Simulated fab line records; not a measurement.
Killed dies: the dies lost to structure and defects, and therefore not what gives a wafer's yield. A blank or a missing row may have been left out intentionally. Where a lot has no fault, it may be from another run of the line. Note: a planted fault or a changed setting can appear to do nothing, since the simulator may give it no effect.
fab line records	flow rit-cmos
[record] lots = 6	wafers = 18	last-day = 8
route steps=202 shown CONTACT@172 M1@184
lots that met no fault: from a run of the same line without faults
start-h: hours from the record's opening day to when the first of the lot's shown wafers began	wait-h: how many hours have passed since the lot's step before this one	" same as the row above	L1.1+2: several wafers, shown together as one row	- no value, or no start was given	* or withheld: withheld	< > ~ a bound
route shown NAME@n: NAME is a module with steps in the file, n the number in the route of the first one	usual: mean and standard deviation over wafers with no fault	same: alike in all rows	chamber/n: place in a boat	sites: per-site readings	_std_site: standard deviation of those values	_edge_site: outer sites' mean less inner sites'	radius-mm: for every site, how far away it sits from the centre of the wafer	mask NAME#n: copy n	behind: the tool/chamber that last shaped the wafer	hold: cause of the lot's hold/its duration in hours/its outcome	device: the transistor (n, p or np) that didn't switch	end of line: the route-end tests of the same wafers	a step given without rows: its recipe and nothing more	killed: at the first sort, the dies lost to defects and structure; wafer yield is something else	map: a wafer's dies, x killed, . not, _ none there
set.NAME: the setting the step ran with; set.NAME@STEP: the setting that earlier step ran with	model.NAME: the simulator's own value behind a step, which no gauge read
a table for each step, a row for each wafer; lots at some steps of the route
services: a tool's chamber out of use, with start hour (start-h, from the record's first day; less than 0 if before it), hours out, and reason
[[steps]]
[step RIT_CONTACT_SOFTBAKE_04]
[recipe] resist = NOVOLAK	temp-c = 90	time-s = 60
[step RIT_CONTACT_EXPOSE_05]
[recipe] mask-id = M11	na = 0.6	source-shape = conventional	sigma-outer = 0.5	target-cd-nm = 1000	dose-mj = 250
[step RIT_CONTACT_PEB_06]
[recipe] resist = NOVOLAK	temp-c = withheld	time-s = withheld
[step RIT_CONTACT_DEVELOP_07]
[recipe] resist = NOVOLAK	develop-time-s = 120	dev-temp-c = 23
[step RIT_CONTACT_CD_MEAS_08]
[recipe] target-cd-nm = 1000
[usual] cd-nm = 1000.4/2
lot.wafer	tool	chamber	start-h	wait-h	cd-nm
L979.1	cd-sem-02	-	62.10	-	998.6
L979.3	"	-	"	"	998.1
L979.5	"	-	"	"	997.5
L980.2	cd-sem-02	-	66.64	-	1000.5
L980.5	"	-	"	"	1000.1
L980.6	"	-	"	"	1003.4
L983.3	cd-sem-01	-	83.41	-	1002.2
L983.4	"	-	"	"	1000.2
L983.6	"	-	"	"	1001.2
L984.1	cd-sem-01	-	87.71	-	1000.2
L984.4	"	-	"	"	1000.7
L984.6	"	-	"	"	1000.0
L985.2	cd-sem-01	-	92.01	-	996.6
L985.3	"	-	"	"	998.2
L985.6	"	-	"	"	996.9
L102.1	cd-sem-01	-	182.02	-	1000.9
L102.5	"	-	"	"	999.3
L102.6	"	-	"	"	1002.3
[step RIT_CONTACT_OVL_MEAS_09]
[usual] CONTACT_OVL = -1.3/1.6
lot.wafer	tool	chamber	start-h	wait-h	CONTACT_OVL[nm]
L979.1	overlay-02	-	62.22	0.1	1.2
L979.3	"	-	"	"	2.1
L979.5	"	-	"	"	0.7
L980.2	overlay-01	-	66.75	0.1	-1.1
L980.5	"	-	"	"	-0.7
L980.6	"	-	"	"	-0.6
L983.3	overlay-01	-	83.51	0.1	-1.3
L983.4	"	-	"	"	-1.6
L983.6	"	-	"	"	-2.3
L984.1	overlay-01	-	87.83	0.1	-1.3
L984.4	"	-	"	"	-2.5
L984.6	"	-	"	"	-3.4
L985.2	overlay-01	-	92.12	0.1	-3.1
L985.3	"	-	"	"	-0.7
L985.6	"	-	"	"	-1.1
L102.1	overlay-01	-	182.14	0.1	-0.7
L102.5	"	-	"	"	-1.0
L102.6	"	-	"	"	-0.3
[step RIT_CONTACT_HARDBAKE_10]
[recipe] resist = NOVOLAK	temp-c = 140	time-s = 60
[step RIT_CONTACT_ETCH_11]
[recipe] target-depth-a = 4800	over-etch-frac = 0.2	stop-on = TiSi2	chemistry = CHF3/CF4/Ar	target = SiO2	CHF3_flow_sccm = 50	cf4-flow-sccm = 10	Ar_flow_sccm = 100	O2_flow_sccm = 5	pressure-mtorr = 100	rf-w = 200	time-s = 320
[usual] drypump-motor-current-A = 5.4/0.47	oes-product-au = 0.987/0.014	rf-fwd-power-W = 199.5/0.63	throttle-valve-pct = 8.86/0.087
[same] time-s = 320
lot.wafer	tool	chamber	start-h	wait-h	drypump-motor-current-A	oes-product-au	rf-fwd-power-W	rf-hours-counter-h	throttle-valve-pct
L979.1	rie-diel-04	1	62.40	0.1	5.1	0.992	200.1	133	8.81
L979.3	"	3	"	"	5.2	0.989	199.3	35	8.94
L979.5	"	1	"	"	5.1	0.997	199.5	-	8.79
L980.2	rie-diel-03	3	66.93	0.1	6.3	0.979	199.9	7	8.80
L980.5	"	1	"	"	5.0	0.988	199.3	-	9.01
L980.6	"	2	"	"	4.7	0.972	198.9	-	8.80
L983.3	rie-diel-02	3	83.68	0.1	6.2	0.977	200.9	6	9.03
L983.4	"	1	"	"	5.8	0.992	198.5	50	8.90
L983.6	"	3	"	"	6.2	0.977	200.3	-	9.05
L984.1	rie-diel-04	1	88.29	0.1	5.1	1.000	199.9	133	8.79
L984.4	"	0	"	"	5.7	0.997	199.5	57	8.76
L984.6	"	1	"	"	5.0	0.987	200.1	-	8.82
L985.2	rie-diel-03	3	92.30	0.1	6.3	0.970	198.4	7	8.80
L985.3	"	1	"	"	5.0	0.993	199.2	46	8.99
L985.6	"	0	"	"	5.1	0.994	199.4	-	8.92
L102.1	rie-diel-02	2	182.33	0.1	5.9	0.970	200.4	9	8.92
L102.5	"	1	"	"	5.9	0.982	201.9	-	8.90
L102.6	"	2	"	"	5.9	0.966	200.5	-	8.91
[step RIT_CONTACT_STRIP_12]
[recipe] chemistry = O2	time-s = 180	resist = NOVOLAK	platen-temp-c = withheld	power-w = 500	pressure-mtorr = 4000	o2-flow-sccm = 4000
[usual] drypump-motor-current-A = 6.02/0.29	rf-refl-power-W = 8.2/1.6
[same] time-s = 180
lot.wafer	tool	chamber	start-h	wait-h	drypump-motor-current-A	rf-hours-counter-h	rf-refl-power-W
L979.1	plasma-asher-04	0	62.60	0.1	6.24	41	10.0
L979.3	"	1	"	"	6.04	-	9.2
L979.5	"	1	"	"	6.06	-	9.0
L980.2	plasma-asher-04	1	67.12	0.1	6.01	42	8.6
L980.5	"	1	"	"	6.01	-	8.9
L980.6	"	0	"	"	6.23	-	10.0
L983.3	plasma-asher-04	1	83.93	0.2	6.03	-	9.1
L983.4	"	0	"	"	6.24	-	10.5
L983.6	"	1	"	"	6.04	-	8.7
L984.1	plasma-asher-01	0	88.49	0.1	6.14	31	5.1
L984.4	"	0	"	"	6.14	-	5.1
L984.6	"	1	"	"	5.63	-	9.2
L985.2	plasma-asher-01	0	92.49	0.1	6.16	31	5.3
L985.3	"	1	"	"	5.62	-	9.7
L985.6	"	1	"	"	5.62	-	9.7
L102.1	plasma-asher-03	0	182.52	0.1	5.57	54	7.4
L102.5	"	1	"	"	6.41	-	7.6
L102.6	"	0	"	"	5.56	-	7.4
[step RIT_CONTACT_CD_MEAS_90]
[recipe] target-cd-nm = 1000
[usual] cd-nm = 1000.4/2.1
lot.wafer	tool	chamber	start-h	wait-h	cd-nm
L979.1	cd-sem-01	-	62.77	0.1	998.2
L979.3	"	-	"	"	998.5
L979.5	"	-	"	"	997.5
L980.2	cd-sem-01	-	67.32	0.1	1000.5
L980.5	"	-	"	"	1000.3
L980.6	"	-	"	"	1003.2
L983.3	cd-sem-01	-	84.09	0.1	1002.6
L983.4	"	-	"	"	1000.0
L983.6	"	-	"	"	1001.5
L984.1	cd-sem-02	-	88.66	0.1	999.9
L984.4	"	-	"	"	1000.5
L984.6	"	-	"	"	999.5
L985.2	cd-sem-02	-	92.69	0.1	997.3
L985.3	"	-	"	"	998.2
L985.6	"	-	"	"	996.8
L102.1	cd-sem-02	-	182.70	0.1	1000.9
L102.5	"	-	"	"	999.4
L102.6	"	-	"	"	1002.2
[step RIT_CONTACT_CLEAN_13]
[recipe] chemistry = SC1	mix = 3:3:50	time-s = 600	temp-c = 75
[step RIT_CONTACT_CLEAN_14]
[recipe] chemistry = SC2	mix = 3:3:50	time-s = 600	temp-c = 75	dry = n2-spin
[step RIT_M1_SPUTTER_00]
[recipe] material = Al	target-thk-nm = 400	power-w = 2000	chamber-pressure-pa = 0.4	gas = Ar	time-s = 500	substrate-temp-c = 25
[usual] throttle-valve-pct = 29.8/0.87
lot.wafer	tool	chamber	start-h	wait-h	throttle-valve-pct	model.Al_of_M1_SPUTTER_00.thk-nm
L979.1	pvd-sputter-04	-	63.26	0.0	29.6	393.6
L979.3	"	-	"	"	30.5	393.7
L979.5	"	-	"	"	28.9	397.1
L980.2	pvd-sputter-01	-	67.77	0.0	31.0	391.3
L980.5	"	-	"	"	30.7	393.5
L980.6	"	-	"	"	29.9	399.8
L983.3	pvd-sputter-01	-	84.52	0.0	29.7	404.3
L983.4	"	-	"	"	30.2	282.2
L983.6	"	-	"	"	29.4	407.7
L984.1	pvd-sputter-04	-	89.15	0.0	29.6	394.9
L984.4	"	-	"	"	28.5	395.6
L984.6	"	-	"	"	28.5	397.1
L985.2	pvd-sputter-01	-	93.33	0.0	30.4	278.8
L985.3	"	-	"	"	30.9	395.4
L985.6	"	-	"	"	29.6	400.1
L102.1	pvd-sputter-01	-	183.19	0.0	30.0	397.7
L102.5	"	-	"	"	29.5	397.3
L102.6	"	-	"	"	30.3	395.9
[step RIT_M1_RS_MEAS_01]
[recipe] thk-meas-gauge = four-point-probe	reads = Al_of_M1_SPUTTER_00
[usual] M1_AL_RS = 0.0740/0.00075
lot.wafer	tool	chamber	start-h	wait-h	hold	M1_AL_RS[ohm/sq]
L979.1	film-metro-01	-	63.55	0.1	-	0.0746
L979.3	"	-	"	"	-	0.0746
L979.5	"	-	"	"	-	0.0740
L980.2	film-metro-02	-	68.08	0.2	-	0.0750
L980.5	"	-	"	"	-	0.0746
L980.6	"	-	"	"	-	0.0733
L983.3	film-metro-02	-	84.85	0.2	await-dispo/0.2h/release	0.0725
L983.4	"	-	"	"	await-dispo/0.2h/release	0.1052
L983.6	"	-	"	"	await-dispo/0.2h/release	0.0721
L983.3	film-metro-02	-	85.14	0.3	-	0.0728
L983.4	"	-	"	"	-	0.1051
L983.6	"	-	"	"	-	0.0721
L984.1	film-metro-02	-	89.44	0.1	-	0.0744
L984.4	"	-	"	"	-	0.0743
L984.6	"	-	"	"	-	0.0740
L985.2	film-metro-04	-	93.64	0.2	await-dispo/0.2h/release	0.1064
L985.3	"	-	"	"	await-dispo/0.2h/release	0.0744
L985.6	"	-	"	"	await-dispo/0.2h/release	0.0735
L985.2	film-metro-04	-	93.93	0.3	-	0.1065
L985.3	"	-	"	"	-	0.0743
L985.6	"	-	"	"	-	0.0737
L102.1	film-metro-01	-	183.48	0.1	-	0.0740
L102.5	"	-	"	"	-	0.0740
L102.6	"	-	"	"	-	0.0743
[step RIT_M1_THK_MEAS_02]
[recipe] thk-meas-gauge = xrf	reads = Al_of_M1_SPUTTER_00
[usual] M1_AL_THK = 404/4.9
lot.wafer	tool	chamber	start-h	wait-h	hold	M1_AL_THK[nm]
L979.1	film-metro-01	-	63.67	0.1	-	401
L979.3	"	-	"	"	-	395
L979.5	"	-	"	"	-	401
L980.2	film-metro-02	-	68.19	0.1	-	399
L980.5	"	-	"	"	-	401
L980.6	"	-	"	"	-	410
L984.1	film-metro-02	-	89.56	0.1	-	404
L984.4	"	-	"	"	-	405
L984.6	"	-	"	"	-	408
L983.3	film-metro-02	-	92.80	7.6	await-dispo/0.2h/release	413
L983.4	"	-	"	"	await-dispo/0.2h/release	288
L983.6	"	-	"	"	await-dispo/0.2h/release	417
L983.3	film-metro-02	-	93.03	0.2	-	413
L983.4	"	-	"	"	-	288
L983.6	"	-	"	"	-	416
L985.2	film-metro-04	-	96.50	2.5	await-dispo/0.2h/release	283
L985.3	"	-	"	"	await-dispo/0.2h/release	405
L985.6	"	-	"	"	await-dispo/0.2h/release	407
L985.2	film-metro-04	-	96.72	0.2	-	285
L985.3	"	-	"	"	-	404
L985.6	"	-	"	"	-	406
L102.1	film-metro-01	-	183.60	0.1	-	401
L102.5	"	-	"	"	-	397
L102.6	"	-	"	"	-	397
[step RIT_M1_COAT_04]
[recipe] resist = NOVOLAK	spin-rpm = 2000	resist-thk-nm = 1300
[step RIT_M1_SOFTBAKE_05]
[recipe] resist = NOVOLAK	temp-c = 90	time-s = 60
[step RIT_M1_EXPOSE_06]
[recipe] mask-id = M12	na = 0.6	source-shape = conventional	sigma-outer = 0.5	target-cd-nm = 2600	dose-mj = 250
[step RIT_M1_PEB_07]
[recipe] resist = NOVOLAK	temp-c = withheld	time-s = withheld
[step RIT_M1_DEVELOP_08]
[recipe] resist = NOVOLAK	develop-time-s = 68	dev-temp-c = 23
[step RIT_M1_CD_MEAS_09]
[recipe] target-cd-nm = 2600
[usual] cd-nm = 2599.8/2.1
lot.wafer	tool	chamber	start-h	wait-h	cd-nm
L979.1	cd-sem-01	-	64.74	-	2597.3
L979.3	"	-	"	"	2597.8
L979.5	"	-	"	"	2598.5
L980.2	cd-sem-02	-	69.14	-	2597.8
L980.5	"	-	"	"	2597.1
L980.6	"	-	"	"	2597.7
L984.1	cd-sem-01	-	90.64	-	2601.0
L984.4	"	-	"	"	2597.8
L984.6	"	-	"	"	2597.9
L983.3	cd-sem-01	-	95.61	-	2600.2
L983.4	"	-	"	"	2601.6
L983.6	"	-	"	"	2600.9
L985.2	cd-sem-01	-	100.29	-	2601.2
L985.3	"	-	"	"	2598.9
L985.6	"	-	"	"	2600.6
L102.1	cd-sem-02	-	185.00	-	2599.0
L102.5	"	-	"	"	2598.0
L102.6	"	-	"	"	2601.1
[step RIT_M1_OVL_MEAS_10]
[usual] M1_OVL = -0.8/1.6
lot.wafer	tool	chamber	start-h	wait-h	M1_OVL[nm]
L979.1	overlay-01	-	64.86	0.1	-2.5
L979.3	"	-	"	"	0.4
L979.5	"	-	"	"	0.9
L980.2	overlay-01	-	69.25	0.1	0.5
L980.5	"	-	"	"	-0.6
L980.6	"	-	"	"	1.0
L984.1	overlay-01	-	90.76	0.1	1.6
L984.4	"	-	"	"	0.5
L984.6	"	-	"	"	1.0
L983.3	overlay-01	-	95.70	0.1	-4.8
L983.4	"	-	"	"	-1.4
L983.6	"	-	"	"	-4.6
L985.2	overlay-01	-	100.39	0.1	0.0
L985.3	"	-	"	"	-0.5
L985.6	"	-	"	"	-1.6
L102.1	overlay-02	-	185.12	0.1	-1.0
L102.5	"	-	"	"	0.8
L102.6	"	-	"	"	0.8
[step RIT_M1_HARDBAKE_11]
[recipe] resist = NOVOLAK	temp-c = 140	time-s = 120
[step RIT_M1_METAL_ETCH_12]
[recipe] stop-on = SiO2	chemistry = Cl2/BCl3	target = Al	time-s = 165	over-etch-frac = 0.5	pressure-mtorr = 100	target-depth-a = 6000	rf-w = 250	Cl2_flow_sccm = 60	bcl3-flow-sccm = 50
[usual] bcl3-flow-sccm = 50.00/0.14	drypump-motor-current-A = 5.7/0.53	oes-product-au = 0.775/0.011	rf-fwd-power-W = 248.9/0.84	throttle-valve-pct = 8.40/0.12
[same] time-s = 165
lot.wafer	tool	chamber	start-h	wait-h	bcl3-flow-sccm	drypump-motor-current-A	oes-product-au	rf-fwd-power-W	rf-hours-counter-h	throttle-valve-pct
L979.1	rie-metal-02	0	65.16	0.2	49.89	5.7	0.767	249.4	1	8.53
L979.3	"	0	"	"	50.07	5.8	0.777	248.6	-	8.54
L979.5	"	0	"	"	50.02	5.8	0.775	248.9	-	8.52
L980.2	rie-metal-04	1	69.58	0.2	50.24	4.9	0.763	248.9	-	8.23
L980.5	"	1	"	"	50.23	4.9	0.759	248.8	-	8.25
L980.6	"	1	"	"	50.26	4.9	0.766	248.5	-	8.25
L984.1	rie-metal-01	1	91.04	0.2	49.80	6.2	0.766	249.6	4	8.55
L984.4	"	0	"	"	49.99	5.6	0.777	250.4	-	8.28
L984.6	"	0	"	"	50.07	5.6	0.779	248.4	-	8.29
L983.3	rie-metal-04	1	96.03	0.2	49.82	4.9	0.782	249.3	-	8.22
L983.4	"	0	"	"	50.02	5.2	0.651	249.6	-	8.42
L983.6	"	0	"	"	50.24	5.2	0.789	248.8	-	8.40
L985.2	rie-metal-02	0	100.67	0.2	49.88	5.8	0.641	247.6	1	8.54
L985.3	"	0	"	"	50.07	5.8	0.772	248.2	-	8.53
L985.6	"	1	"	"	49.89	6.4	0.796	249.1	-	8.40
L102.1	rie-metal-02	0	185.69	0.2	49.94	5.7	0.776	247.1	2	8.50
L102.5	"	1	"	"	49.85	6.4	0.789	249.5	-	8.40
L102.6	"	0	"	"	50.01	5.7	0.773	246.8	-	8.52
[step RIT_M1_STRIP_13]
[recipe] chemistry = nmp	resist = NOVOLAK	temp-c = 80	time-s = 600	dry = n2-spin
[step RIT_M1_PROBE_99]
[usual] defect-limited-yield = 97.6/1	killed-at-contacts = 0.1/0.23	killed-at-front-end = 6.2/2.8	killed-dies = 6.3/2.7	killed-open = 3.1/2	killed-short = 3.2/1.8	sort_bin_3_pad_short = 0.1/0.18	sort_bin_5_function = 1.3/0.73	sort_bin_6_memory = 1.0/0.62	sort-n-pass = 257.7/2.7	sort-yield-pct = 97.6/1
[same] gross-dies = 264	killed_at_M0_to_M3 = 0	killed_at_M4_up = 0	killed-at-back-side = 0	killed-at-other = 0
lot.wafer	tool	chamber	start-h	wait-h	hold	defect-limited-yield[%]	killed-at-contacts	killed-at-front-end	killed-dies	killed-open	killed-short	sort_bin_3_pad_short[%]	sort_bin_5_function[%]	sort_bin_6_memory[%]	sort-n-pass	sort-yield-pct[%]
L979.1	prober-02	-	67.41	0.1	-	95.1	0	13	13	8	5	0.4	2.3	2.3	251.0	95.1
L979.3	prober-02	-	67.51	0.2	-	95.5	0	12	12	4	8	0.4	2.3	1.9	252.0	95.5
L979.5	prober-02	-	67.61	0.2	-	95.8	0	11	11	7	4	0	1.1	3.0	253.0	95.8
L980.2	prober-01	-	71.99	0.1	-	99.2	0	2	2	0	2	0	0.4	0.4	262.0	99.2
L980.5	prober-01	-	72.14	0.2	-	98.5	0	4	4	2	2	0	1.5	0	260.0	98.5
L980.6	prober-01	-	72.19	0.2	-	97.7	0	6	6	1	5	0.4	1.1	0.8	258.0	97.7
L984.1	prober-01	-	93.50	0.1	-	97.7	0	6	6	5	1	0	1.5	0.8	258.0	97.7
L984.4	prober-01	-	93.65	0.2	-	96.6	0	9	9	6	3	0.4	1.9	1.1	255.0	96.6
L984.6	prober-01	-	93.75	0.2	-	98.1	0	5	5	1	4	0	0.8	1.1	259.0	98.1
L983.3	prober-02	-	100.81	2.4	await-dispo/2.2h/release	97.0	0	8	8	3	5	0	1.9	1.1	256.0	97.0
L983.4	prober-02	-	100.86	2.4	await-dispo/2.2h/release	98.1	0	5	5	3	2	0.4	1.1	0.4	259.0	98.1
L983.6	prober-02	-	100.96	2.4	await-dispo/2.2h/release	98.5	0	4	4	1	3	0.4	0.8	0.4	260.0	98.5
L985.2	prober-02	-	107.13	4.0	await-dispo/3.8h/release	97.7	0	6	6	4	2	0	1.1	1.1	258.0	97.7
L985.3	prober-02	-	107.18	4.0	await-dispo/3.8h/release	98.5	0	4	4	3	1	0	0.8	0.8	260.0	98.5
L985.6	prober-02	-	107.33	4.1	await-dispo/3.8h/release	97.0	0	8	8	5	3	0.4	1.9	0.8	256.0	97.0
L102.1	prober-02	-	187.95	0.1	-	98.9	1	2	3	1	2	0.4	0.4	0.4	261.0	98.9
L102.5	prober-02	-	188.15	0.2	-	98.5	0	4	4	2	2	0.4	0.4	0.8	260.0	98.5
L102.6	prober-02	-	188.20	0.2	-	97.3	1	6	7	5	2	0	1.1	1.5	257.0	97.3
// killed by level:class
L979.1 FOX1:geometric-particle:open=2 REOX:geometric-particle:short=2 SPACER:geometric-particle:short=2 SPACER:geometric-particle:open=2 FOX2:geometric-particle:open=1 FOX2:geometric-particle:short=1 GATE:geometric-particle:open=1 REOX:geometric-particle:open=1
L979.3 GATE:geometric-particle:short=3 FOX1:geometric-particle:short=2 FOX1:geometric-particle:open=1 GATE:geometric-particle:open=1 REOX:geometric-particle:open=1 REOX:geometric-particle:short=1 SPACER:geometric-particle:short=1 SILICIDE:geometric-particle:short=1
L979.5 FOX1:geometric-particle:open=2 SILICIDE:geometric-particle:open=2 FOX1:geometric-particle:short=1 GATE:geometric-particle:open=1 REOX:geometric-particle:open=1 REOX:geometric-particle:short=1 SPACER:geometric-particle:open=1 SPACER:geometric-particle:short=1
L980.2 GATE:geometric-particle:short=1 SILICIDE:geometric-particle:short=1
L980.5 FOX1:geometric-particle:open=1 FOX1:geometric-particle:short=1 SPACER:geometric-particle:open=1 SPACER:geometric-particle:short=1
L980.6 REOX:geometric-particle:short=3 ACTIVE:geometric-particle:open=1 GATE:geometric-particle:short=1 SILICIDE:geometric-particle:short=1
L984.1 FOX2:geometric-particle:open=2 GATE:geometric-particle:open=2 SPACER:geometric-particle:open=1 SILICIDE:geometric-particle:short=1
L984.4 SPACER:geometric-particle:open=3 GATE:geometric-particle:short=2 GATE:geometric-particle:open=2 FOX2:geometric-particle:open=1 FOX2:geometric-particle:short=1
L984.6 FOX2:geometric-particle:short=2 GATE:geometric-particle:short=2 GATE:geometric-particle:open=1
L983.3 GATE:geometric-particle:short=3 FOX1:geometric-particle:short=2 FOX1:geometric-particle:open=1 FOX2:geometric-particle:open=1 REOX:geometric-particle:open=1
L983.4 GATE:geometric-particle:open=2 FOX1:geometric-particle:open=1 FOX2:geometric-particle:short=1 GATE:geometric-particle:short=1
L983.6 FOX2:geometric-particle:short=1 GATE:geometric-particle:open=1 GATE:geometric-particle:short=1 REOX:geometric-particle:short=1
L985.2 FOX1:geometric-particle:open=1 FOX2:geometric-particle:open=1 GATE:geometric-particle:short=1 REOX:geometric-particle:short=1 SPACER:geometric-particle:open=1 SILICIDE:geometric-particle:open=1
L985.3 FOX1:geometric-particle:short=1 FOX2:geometric-particle:open=1 GATE:geometric-particle:open=1 SILICIDE:geometric-particle:open=1
L985.6 FOX1:geometric-particle:open=2 GATE:geometric-particle:open=1 GATE:geometric-particle:short=1 REOX:geometric-particle:open=1 SPACER:geometric-particle:short=1 SPACER:geometric-particle:open=1 STARTING-WAFER:geometric-particle:short=1
L102.1 GATE:geometric-particle:short=1 SPACER:geometric-particle:open=1 CONTACT:geometric-particle:short=1
L102.5 REOX:geometric-particle:short=2 GATE:geometric-particle:open=1 SPACER:geometric-particle:open=1
L102.6 GATE:geometric-particle:open=3 FOX1:geometric-particle:open=1 SILICIDE:geometric-particle:open=1 SILICIDE:geometric-particle:short=1 CONTACT:geometric-particle:short=1
// map L983.3 (x killed, . not)
________......._______
_____..........x.x____
____...............___
___.................__
__..................._
__..................._
_....................x
_.....................
_.........x...........
_.................x...
__..................._
__......x......x....._
___.................__
____........x......___
_____.............____
________......._______
// map L985.6 (x killed, . not)
________......._______
_____.............____
____...............___
___.................__
__.x.............x..._
__..................._
_x....x...............
_.............xx......
_.....................
_..x..................
__..................._
__..................._
___.................__
____..........x....___
_____.............____
________......._______
[[services]]
tool	chamber	start-h	hours	kind
plasma-asher-04	-	45.85	1.2	repair
rie-diel-02	-	48.60	0.4	repair
pvd-sputter-01	-	51.14	2.0	repair
rie-metal-04	0	57.60	16.7	repair
rie-metal-02	0	66.56	4.9	repair
rie-diel-04	2	79.69	2.3	repair
rie-diel-04	-	85.92	0.3	repair
rie-diel-04	0	91.03	4.7	repair
rie-diel-02	3	97.35	7.3	repair
pvd-sputter-01	-	99.46	6.6	repair
rie-metal-04	0	101.85	2.4	repair
plasma-asher-04	-	108.75	9.0	pm
plasma-asher-04	0	108.75	9.0	vent-cycle
plasma-asher-04	1	108.75	9.0	vent-cycle
rie-diel-04	2	109.71	2.6	repair
pvd-sputter-01	-	115.72	1.0	repair
rie-diel-02	3	116.69	4.2	repair
plasma-asher-04	0	117.75	-	clean
rie-diel-02	2	129.56	2.0	repair
rie-metal-04	-	136.12	20.0	pm
rie-diel-04	0	150.11	4.5	repair
rie-metal-04	1	164.06	16.1	repair
rie-diel-03	-	164.18	4.3	pm
rie-metal-04	0	168.38	2.7	repair
[[key]]
[first-sign] step = RIT_M1_RS_MEAS_01	reading = visit	direction = added
[effect] step = RIT_M1_RS_MEAS_01	reading = M1_AL_RS	direction = up	sigmas = 42	usual = 0.0740	struck = 0.1058
[effect] step = RIT_M1_THK_MEAS_02	reading = visit	direction = added
[effect] step = RIT_M1_THK_MEAS_02	reading = M1_AL_THK	direction = down	sigmas = 24	usual = 404	struck = 286
[effect] step = RIT_M1_METAL_ETCH_12	reading = oes-product-au	direction = down	sigmas = 12	usual = 0.775	struck = 0.646
[model-effect] step = RIT_M1_SPUTTER_00	value = Al_of_M1_SPUTTER_00.thk-nm	without = 395.7	struck = 280.5
met-at RIT_M1_SPUTTER_00
struck-wafers L983.4,L985.2
[fault] kind = process-parameter-drift	tool = pvd-sputter-01	chamber = -	onset-h = 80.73	steps = RIT_M1_SPUTTER_00	channel = time-s	offset = *	shape = step	end-h = 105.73	stated = *	scope = struck-wafers-only
